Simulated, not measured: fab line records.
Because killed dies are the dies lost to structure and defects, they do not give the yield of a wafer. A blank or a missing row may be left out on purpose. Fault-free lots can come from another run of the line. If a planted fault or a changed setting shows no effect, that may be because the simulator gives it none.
fab line records / flow berkeley-cmos170
[record] lots = 6 wafers = 18 last-day = 12
route steps=331 shown START@2 ZERO@6 NWELL@14
lots with no fault: from the same line, run without faults
start-h: hours from the record's opening day to when the first of the lot's shown wafers began / wait-h: hours elapsed since this lot's preceding step / " same as the row above / L1.1+2: several wafers, shown together as one row / - no value present, or no start provided / * or withheld: withheld / < > ~ a bound
route shown NAME@n: names a module that has steps shown in the file, with the first one's number in the route / usual: average and standard deviation across the fault-free wafers / same: alike in all rows / chamber/n: place in a boat / sites: each site's reading / _std_site: the values' standard deviation / _edge_site: mean of outer sites minus mean of inner sites / radius-mm: for every site, how far away it sits from the centre of the wafer / mask NAME#n: copy n / behind: tool/chamber where the wafer was last shaped / hold: reason for holding the lot/hours on hold/outcome of the hold / device: whichever transistor did not switch (one of n, p or np) / end of line: the same wafers' tests at the end of the route / where a step has no rows: the recipe by itself / killed: not the wafer's yield, but the dies lost to structure and defects at the first sort / map: shows each die of a wafer: x if killed, . if not, _ if none is there
set.NAME: the setting the step ran with; set.NAME@STEP: the setting that earlier step ran with / model.NAME: the simulator's own value behind a step, which no gauge read
certain route steps with their lots: each step a table, each wafer a row
services: from which hour (start-h, from the record's first day; less than 0 if before it) a tool's chamber was out of use, for how many hours, and why
[[steps]]
[step UCB170_START_CLEAN_01]
[recipe] chemistry = dHF dilution = 25:1 time-s = 60
[step UCB170_START_OXIDATION_02]
[recipe] temp-c = 950 ambient = O2 target-thk-a = 200 ox-time-s = 1800
[step UCB170_START_THK_MEAS_03]
[recipe] reads = SiO2_of_START_OXIDATION_02
[usual] START_OXIDE_THK = 20.0/0.44
lot.wafer=L888.3 tool=film-metro-03 chamber=- start-h=30.98 wait-h=0.0 START_OXIDE_THK[nm]=19.1
lot.wafer=L888.4 tool=film-metro-03 chamber=- start-h=30.98 wait-h=0.0 START_OXIDE_THK[nm]=19.1
lot.wafer=L888.5 tool=film-metro-03 chamber=- start-h=30.98 wait-h=0.0 START_OXIDE_THK[nm]=19.2
lot.wafer=L892.1 tool=film-metro-02 chamber=- start-h=50.50 wait-h=0.0 START_OXIDE_THK[nm]=19.0
lot.wafer=L892.3 tool=film-metro-02 chamber=- start-h=50.50 wait-h=0.0 START_OXIDE_THK[nm]=19.5
lot.wafer=L892.5 tool=film-metro-02 chamber=- start-h=50.50 wait-h=0.0 START_OXIDE_THK[nm]=19.2
lot.wafer=L898.1 tool=film-metro-03 chamber=- start-h=78.25 wait-h=0.0 START_OXIDE_THK[nm]=20.0
lot.wafer=L898.3 tool=film-metro-03 chamber=- start-h=78.25 wait-h=0.0 START_OXIDE_THK[nm]=20.3
lot.wafer=L898.4 tool=film-metro-03 chamber=- start-h=78.25 wait-h=0.0 START_OXIDE_THK[nm]=20.3
lot.wafer=L899.1 tool=film-metro-02 chamber=- start-h=84.00 wait-h=0.0 START_OXIDE_THK[nm]=20.6
lot.wafer=L899.2 tool=film-metro-02 chamber=- start-h=84.00 wait-h=0.0 START_OXIDE_THK[nm]=20.8
lot.wafer=L899.6 tool=film-metro-02 chamber=- start-h=84.00 wait-h=0.0 START_OXIDE_THK[nm]=20.4
lot.wafer=L903.3 tool=film-metro-02 chamber=- start-h=107.05 wait-h=0.0 START_OXIDE_THK[nm]=20.3
lot.wafer=L903.5 tool=film-metro-02 chamber=- start-h=107.05 wait-h=0.0 START_OXIDE_THK[nm]=20.4
lot.wafer=L903.6 tool=film-metro-02 chamber=- start-h=107.05 wait-h=0.0 START_OXIDE_THK[nm]=20.4
lot.wafer=L907.1 tool=film-metro-03 chamber=- start-h=122.40 wait-h=0.0 START_OXIDE_THK[nm]=19.7
lot.wafer=L907.4 tool=film-metro-03 chamber=- start-h=122.40 wait-h=0.0 START_OXIDE_THK[nm]=19.8
lot.wafer=L907.5 tool=film-metro-03 chamber=- start-h=122.40 wait-h=0.0 START_OXIDE_THK[nm]=20.1
[step UCB170_START_ANNEAL_04]
[recipe] temp-c = 950 time-s = 1200 ambient = N2
[step UCB170_ZERO_HMDS_00]
[recipe] prime-time-s = 60 prime-temp-c = 100
[step UCB170_ZERO_COAT_01]
[recipe] resist = KrF spin-rpm = 1500 resist-thk-nm = 900
[step UCB170_ZERO_SOFTBAKE_02]
[recipe] resist = KrF temp-c = 130 time-s = 60
[step UCB170_ZERO_EXPOSE_03]
[recipe] mask-id = PM_MARKS na = 0.5 sigma-outer = 0.6 source-shape = conventional target-cd-nm = 4000 dose-mj = 30
[step UCB170_ZERO_PEB_04]
[recipe] peb-temp-c = 130 peb-time-s = withheld resist = KrF
[step UCB170_ZERO_DEVELOP_05]
[recipe] developer = TMAH develop-time-s = 45 resist = KrF dev-temp-c = 21
[step UCB170_ZERO_ETCH_06]
[recipe] chemistry = CHF3/CF4/Ar target = SiO2 time-s = 12 pressure-mtorr = 100 rf-w = 500 CHF3_flow_sccm = 50 cf4-flow-sccm = 10 Ar_flow_sccm = 120 over-etch-frac = 1.58
[usual] CHF3_flow_sccm = 50.01/0.15 cf4-flow-sccm = 10.000/0.029 drypump-motor-current-A = 5.64/0.3 oes-product-au = 0.617/0.01 throttle-valve-pct = 9.28/0.14
lot.wafer=L888.3 tool=rie-diel-04 chamber=2 start-h=37.81 wait-h=- CHF3_flow_sccm=49.95 cf4-flow-sccm=10.041 drypump-motor-current-A=5.51 oes-product-au=0.618 rf-hours-counter-h=136 throttle-valve-pct=9.33
lot.wafer=L888.4 tool=rie-diel-04 chamber=0 start-h=37.81 wait-h=- CHF3_flow_sccm=49.90 cf4-flow-sccm=10.037 drypump-motor-current-A=5.69 oes-product-au=0.608 rf-hours-counter-h=9 throttle-valve-pct=9.16
lot.wafer=L888.5 tool=rie-diel-04 chamber=1 start-h=37.81 wait-h=- CHF3_flow_sccm=49.85 cf4-flow-sccm=9.973 drypump-motor-current-A=5.65 oes-product-au=0.607 rf-hours-counter-h=- throttle-valve-pct=9.17
lot.wafer=L892.1 tool=rie-diel-02 chamber=3 start-h=58.21 wait-h=- CHF3_flow_sccm=50.21 cf4-flow-sccm=9.995 drypump-motor-current-A=6.05 oes-product-au=0.604 rf-hours-counter-h=18 throttle-valve-pct=9.32
lot.wafer=L892.3 tool=rie-diel-02 chamber=1 start-h=58.21 wait-h=- CHF3_flow_sccm=49.69 cf4-flow-sccm=10.014 drypump-motor-current-A=5.97 oes-product-au=0.633 rf-hours-counter-h=44 throttle-valve-pct=9.22
lot.wafer=L892.5 tool=rie-diel-02 chamber=3 start-h=58.21 wait-h=- CHF3_flow_sccm=50.20 cf4-flow-sccm=10.013 drypump-motor-current-A=6.06 oes-product-au=0.615 rf-hours-counter-h=- throttle-valve-pct=9.32
lot.wafer=L898.1 tool=rie-diel-04 chamber=2 start-h=84.16 wait-h=- CHF3_flow_sccm=50.13 cf4-flow-sccm=10.016 drypump-motor-current-A=5.57 oes-product-au=0.615 rf-hours-counter-h=138 throttle-valve-pct=9.32
lot.wafer=L898.3 tool=rie-diel-04 chamber=3 start-h=84.16 wait-h=- CHF3_flow_sccm=50.25 cf4-flow-sccm=9.978 drypump-motor-current-A=5.99 oes-product-au=0.629 rf-hours-counter-h=104 throttle-valve-pct=9.35
lot.wafer=L898.4 tool=rie-diel-04 chamber=1 start-h=84.16 wait-h=- CHF3_flow_sccm=50.31 cf4-flow-sccm=9.961 drypump-motor-current-A=5.65 oes-product-au=0.610 rf-hours-counter-h=1 throttle-valve-pct=9.17
lot.wafer=L899.1 tool=rie-diel-01 chamber=0 start-h=89.96 wait-h=- CHF3_flow_sccm=50.07 cf4-flow-sccm=10.027 drypump-motor-current-A=5.65 oes-product-au=0.634 rf-hours-counter-h=16 throttle-valve-pct=9.52
lot.wafer=L899.2 tool=rie-diel-01 chamber=2 start-h=89.96 wait-h=- CHF3_flow_sccm=50.08 cf4-flow-sccm=9.944 drypump-motor-current-A=5.50 oes-product-au=0.601 rf-hours-counter-h=3 throttle-valve-pct=9.17
lot.wafer=L899.6 tool=rie-diel-01 chamber=3 start-h=89.96 wait-h=- CHF3_flow_sccm=49.85 cf4-flow-sccm=9.995 drypump-motor-current-A=5.52 oes-product-au=0.623 rf-hours-counter-h=- throttle-valve-pct=9.57
lot.wafer=L903.3 tool=rie-diel-01 chamber=0 start-h=114.03 wait-h=- CHF3_flow_sccm=50.05 cf4-flow-sccm=10.029 drypump-motor-current-A=5.68 oes-product-au=0.622 rf-hours-counter-h=17 throttle-valve-pct=9.54
lot.wafer=L903.5 tool=rie-diel-01 chamber=0 start-h=114.03 wait-h=- CHF3_flow_sccm=49.96 cf4-flow-sccm=9.988 drypump-motor-current-A=5.67 oes-product-au=0.628 rf-hours-counter-h=- throttle-valve-pct=9.53
lot.wafer=L903.6 tool=rie-diel-01 chamber=3 start-h=114.03 wait-h=- CHF3_flow_sccm=49.99 cf4-flow-sccm=9.989 drypump-motor-current-A=5.52 oes-product-au=0.630 rf-hours-counter-h=- throttle-valve-pct=9.58
lot.wafer=L907.1 tool=rie-diel-04 chamber=1 start-h=127.31 wait-h=- CHF3_flow_sccm=49.86 cf4-flow-sccm=10.006 drypump-motor-current-A=5.63 oes-product-au=0.614 rf-hours-counter-h=3 throttle-valve-pct=9.15
lot.wafer=L907.4 tool=rie-diel-04 chamber=3 start-h=127.31 wait-h=- CHF3_flow_sccm=50.31 cf4-flow-sccm=9.968 drypump-motor-current-A=6.01 oes-product-au=0.633 rf-hours-counter-h=- throttle-valve-pct=9.37
lot.wafer=L907.5 tool=rie-diel-04 chamber=2 start-h=127.31 wait-h=- CHF3_flow_sccm=50.10 cf4-flow-sccm=9.985 drypump-motor-current-A=5.52 oes-product-au=0.618 rf-hours-counter-h=- throttle-valve-pct=9.31
[step UCB170_ZERO_STRIP_07]
[recipe] chemistry = O2 power-w = 400 pressure-mtorr = 3500 platen-temp-c = withheld o2-flow-sccm = 400 overash-fraction = 0.5
[usual] drypump-motor-current-A = 5.8/0.52 oes-product-au = 0.727/0.0046 strip-time-to-endpoint-s = 21.45/0.058
lot.wafer=L888.3 tool=plasma-asher-03 chamber=1 start-h=37.87 wait-h=0.0 drypump-motor-current-A=5.8 oes-product-au=0.715 rf-hours-counter-h=- strip-time-to-endpoint-s=21.44
lot.wafer=L888.4 tool=plasma-asher-03 chamber=0 start-h=37.87 wait-h=0.0 drypump-motor-current-A=5.7 oes-product-au=0.727 rf-hours-counter-h=- strip-time-to-endpoint-s=21.53
lot.wafer=L888.5 tool=plasma-asher-03 chamber=1 start-h=37.87 wait-h=0.0 drypump-motor-current-A=5.9 oes-product-au=0.726 rf-hours-counter-h=- strip-time-to-endpoint-s=21.51
lot.wafer=L892.1 tool=plasma-asher-02 chamber=1 start-h=58.23 wait-h=0.0 drypump-motor-current-A=4.8 oes-product-au=0.729 rf-hours-counter-h=34 strip-time-to-endpoint-s=21.49
lot.wafer=L892.3 tool=plasma-asher-02 chamber=1 start-h=58.23 wait-h=0.0 drypump-motor-current-A=4.8 oes-product-au=0.723 rf-hours-counter-h=- strip-time-to-endpoint-s=21.55
lot.wafer=L892.5 tool=plasma-asher-02 chamber=1 start-h=58.23 wait-h=0.0 drypump-motor-current-A=4.8 oes-product-au=0.731 rf-hours-counter-h=- strip-time-to-endpoint-s=21.48
lot.wafer=L898.1 tool=plasma-asher-01 chamber=0 start-h=84.18 wait-h=0.0 drypump-motor-current-A=6.7 oes-product-au=0.721 rf-hours-counter-h=34 strip-time-to-endpoint-s=21.47
lot.wafer=L898.3 tool=plasma-asher-01 chamber=0 start-h=84.18 wait-h=0.0 drypump-motor-current-A=6.7 oes-product-au=0.719 rf-hours-counter-h=- strip-time-to-endpoint-s=21.51
lot.wafer=L898.4 tool=plasma-asher-01 chamber=1 start-h=84.18 wait-h=0.0 drypump-motor-current-A=5.5 oes-product-au=0.732 rf-hours-counter-h=- strip-time-to-endpoint-s=21.50
lot.wafer=L899.1 tool=plasma-asher-02 chamber=0 start-h=89.98 wait-h=0.0 drypump-motor-current-A=6.4 oes-product-au=0.735 rf-hours-counter-h=37 strip-time-to-endpoint-s=21.33
lot.wafer=L899.2 tool=plasma-asher-02 chamber=1 start-h=89.98 wait-h=0.0 drypump-motor-current-A=4.7 oes-product-au=0.732 rf-hours-counter-h=37 strip-time-to-endpoint-s=21.45
lot.wafer=L899.6 tool=plasma-asher-02 chamber=1 start-h=89.98 wait-h=0.0 drypump-motor-current-A=4.7 oes-product-au=0.737 rf-hours-counter-h=- strip-time-to-endpoint-s=21.40
lot.wafer=L903.3 tool=plasma-asher-03 chamber=1 start-h=114.09 wait-h=0.0 drypump-motor-current-A=5.8 oes-product-au=0.732 rf-hours-counter-h=- strip-time-to-endpoint-s=21.48
lot.wafer=L903.5 tool=plasma-asher-03 chamber=0 start-h=114.09 wait-h=0.0 drypump-motor-current-A=5.7 oes-product-au=0.731 rf-hours-counter-h=- strip-time-to-endpoint-s=21.42
lot.wafer=L903.6 tool=plasma-asher-03 chamber=1 start-h=114.09 wait-h=0.0 drypump-motor-current-A=5.9 oes-product-au=0.724 rf-hours-counter-h=- strip-time-to-endpoint-s=21.46
lot.wafer=L907.1 tool=plasma-asher-03 chamber=1 start-h=127.34 wait-h=0.0 drypump-motor-current-A=5.9 oes-product-au=0.723 rf-hours-counter-h=40 strip-time-to-endpoint-s=21.49
lot.wafer=L907.4 tool=plasma-asher-03 chamber=1 start-h=127.34 wait-h=0.0 drypump-motor-current-A=5.8 oes-product-au=0.727 rf-hours-counter-h=- strip-time-to-endpoint-s=21.41
lot.wafer=L907.5 tool=plasma-asher-03 chamber=1 start-h=127.34 wait-h=0.0 drypump-motor-current-A=5.9 oes-product-au=0.720 rf-hours-counter-h=- strip-time-to-endpoint-s=21.47
[step UCB170_NWELL_WET_ETCH_00]
[recipe] chemistry = dHF dilution = 25:1 target = SiO2 temp-c = 25 time-s = 200
[usual] bath-heat-duty-pct = 6.2/0.86 run-length-s = 225.7/1.3
lot.wafer=L888.3 tool=wet-bench-01 chamber=0 start-h=37.93 wait-h=0.0 bath-heat-duty-pct=7.2 run-length-s=227.4 model.SiO2_of_START_OXIDATION_02.thk-nm=0
lot.wafer=L888.4 tool=wet-bench-01 chamber=0 start-h=37.93 wait-h=0.0 bath-heat-duty-pct=7.7 run-length-s=227.4 model.SiO2_of_START_OXIDATION_02.thk-nm=0
lot.wafer=L888.5 tool=wet-bench-01 chamber=0 start-h=37.93 wait-h=0.0 bath-heat-duty-pct=7.8 run-length-s=227.4 model.SiO2_of_START_OXIDATION_02.thk-nm=0
lot.wafer=L892.1 tool=wet-bench-04 chamber=1 start-h=58.77 wait-h=0.5 bath-heat-duty-pct=5.4 run-length-s=225.8 model.SiO2_of_START_OXIDATION_02.thk-nm=0
lot.wafer=L892.3 tool=wet-bench-04 chamber=1 start-h=58.77 wait-h=0.5 bath-heat-duty-pct=5.1 run-length-s=225.8 model.SiO2_of_START_OXIDATION_02.thk-nm=0
lot.wafer=L892.5 tool=wet-bench-04 chamber=1 start-h=58.77 wait-h=0.5 bath-heat-duty-pct=5.6 run-length-s=225.8 model.SiO2_of_START_OXIDATION_02.thk-nm=0
lot.wafer=L898.1 tool=wet-bench-01 chamber=2 start-h=84.28 wait-h=0.1 bath-heat-duty-pct=- run-length-s=- model.SiO2_of_START_OXIDATION_02.thk-nm=20.08
lot.wafer=L898.3 tool=wet-bench-01 chamber=2 start-h=84.28 wait-h=0.1 bath-heat-duty-pct=- run-length-s=- model.SiO2_of_START_OXIDATION_02.thk-nm=20.31
lot.wafer=L898.4 tool=wet-bench-01 chamber=2 start-h=84.28 wait-h=0.1 bath-heat-duty-pct=- run-length-s=- model.SiO2_of_START_OXIDATION_02.thk-nm=20.38
lot.wafer=L899.1 tool=wet-bench-04 chamber=0 start-h=90.08 wait-h=0.1 bath-heat-duty-pct=- run-length-s=- model.SiO2_of_START_OXIDATION_02.thk-nm=20.6
lot.wafer=L899.2 tool=wet-bench-04 chamber=0 start-h=90.08 wait-h=0.1 bath-heat-duty-pct=- run-length-s=- model.SiO2_of_START_OXIDATION_02.thk-nm=20.78
lot.wafer=L899.6 tool=wet-bench-04 chamber=0 start-h=90.08 wait-h=0.1 bath-heat-duty-pct=- run-length-s=- model.SiO2_of_START_OXIDATION_02.thk-nm=20.43
lot.wafer=L903.3 tool=wet-bench-01 chamber=3 start-h=114.15 wait-h=0.0 bath-heat-duty-pct=7.8 run-length-s=225.6 model.SiO2_of_START_OXIDATION_02.thk-nm=0
lot.wafer=L903.5 tool=wet-bench-01 chamber=3 start-h=114.15 wait-h=0.0 bath-heat-duty-pct=7.1 run-length-s=225.6 model.SiO2_of_START_OXIDATION_02.thk-nm=0
lot.wafer=L903.6 tool=wet-bench-01 chamber=3 start-h=114.15 wait-h=0.0 bath-heat-duty-pct=6.2 run-length-s=225.6 model.SiO2_of_START_OXIDATION_02.thk-nm=0
lot.wafer=L907.1 tool=wet-bench-01 chamber=3 start-h=127.63 wait-h=0.3 bath-heat-duty-pct=6.3 run-length-s=225.1 model.SiO2_of_START_OXIDATION_02.thk-nm=0
lot.wafer=L907.4 tool=wet-bench-01 chamber=3 start-h=127.63 wait-h=0.3 bath-heat-duty-pct=7.2 run-length-s=225.1 model.SiO2_of_START_OXIDATION_02.thk-nm=0
lot.wafer=L907.5 tool=wet-bench-01 chamber=3 start-h=127.63 wait-h=0.3 bath-heat-duty-pct=7.3 run-length-s=225.1 model.SiO2_of_START_OXIDATION_02.thk-nm=0
[step UCB170_NWELL_OXIDATION_01]
[recipe] temp-c = 1000 ambient = O2 target-thk-a = 264 ox-time-s = 1260
[[services]]
tool=plasma-asher-01 chamber=- start-h=18.06 hours=2.8 kind=pm
tool=rie-diel-02 chamber=2 start-h=18.07 hours=15.0 kind=repair
tool=rie-diel-04 chamber=1 start-h=40.52 hours=- kind=clean
tool=rie-diel-04 chamber=1 start-h=40.52 hours=21.4 kind=scheduled-down
tool=rie-diel-04 chamber=1 start-h=40.52 hours=21.4 kind=vent-cycle
tool=rie-diel-01 chamber=1 start-h=47.88 hours=4.1 kind=repair
tool=rie-diel-02 chamber=0 start-h=93.03 hours=5.2 kind=repair
tool=plasma-asher-01 chamber=- start-h=93.11 hours=0.8 kind=repair
tool=plasma-asher-02 chamber=- start-h=101.56 hours=2.9 kind=repair
tool=rie-diel-01 chamber=0 start-h=103.20 hours=4.0 kind=repair
tool=plasma-asher-01 chamber=- start-h=108.75 hours=9.0 kind=pm
tool=plasma-asher-01 chamber=0 start-h=108.75 hours=9.0 kind=vent-cycle
tool=plasma-asher-01 chamber=1 start-h=108.75 hours=9.0 kind=vent-cycle
tool=plasma-asher-02 chamber=- start-h=113.67 hours=7.6 kind=repair
tool=plasma-asher-01 chamber=0 start-h=117.75 hours=- kind=clean
tool=plasma-asher-01 chamber=1 start-h=117.75 hours=- kind=clean
tool=rie-diel-04 chamber=0 start-h=123.50 hours=5.6 kind=repair
[[key]]
[first-sign] step = UCB170_NWELL_WET_ETCH_00 reading = tool-record direction = missing
effect none on later readings
[model-effect] step = UCB170_NWELL_WET_ETCH_00 value = SiO2_of_START_OXIDATION_02.thk-nm without = 0 struck = 20.43
met-at UCB170_NWELL_WET_ETCH_00
struck-wafers L898.1,L898.3,L898.4,L899.1,L899.2,L899.6
later-rows-left-out L898.1,L898.3,L898.4,L899.1,L899.2,L899.6
sort-left-out L898.1,L898.3,L898.4,L899.1,L899.2,L899.6
tester-left-out L898,L899
onset-between 58.77 84.28
[fault] kind = skipped-step-whole tool = wet-bench-01,wet-bench-04 chamber = - onset-h = 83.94 steps = UCB170_NWELL_WET_ETCH_00 scope = struck-lots-only
// tester-left-out: of these lots the tester's yield and bins aren't shown, on N5 and GAA mostly nor the transistor test; their killed dies are dies lost to structure and defects alone, not to doping, threshold or leakage, so they don't give the yield
// sort-left-out: the simulated sort isn't trusted on such a fault, so these wafers' sort isn't shown, and their yield isn't known
// later-rows-left-out: the simulator's readings of these wafers behind a module that went badly wrong aren't trusted and aren't shown, but for the sort
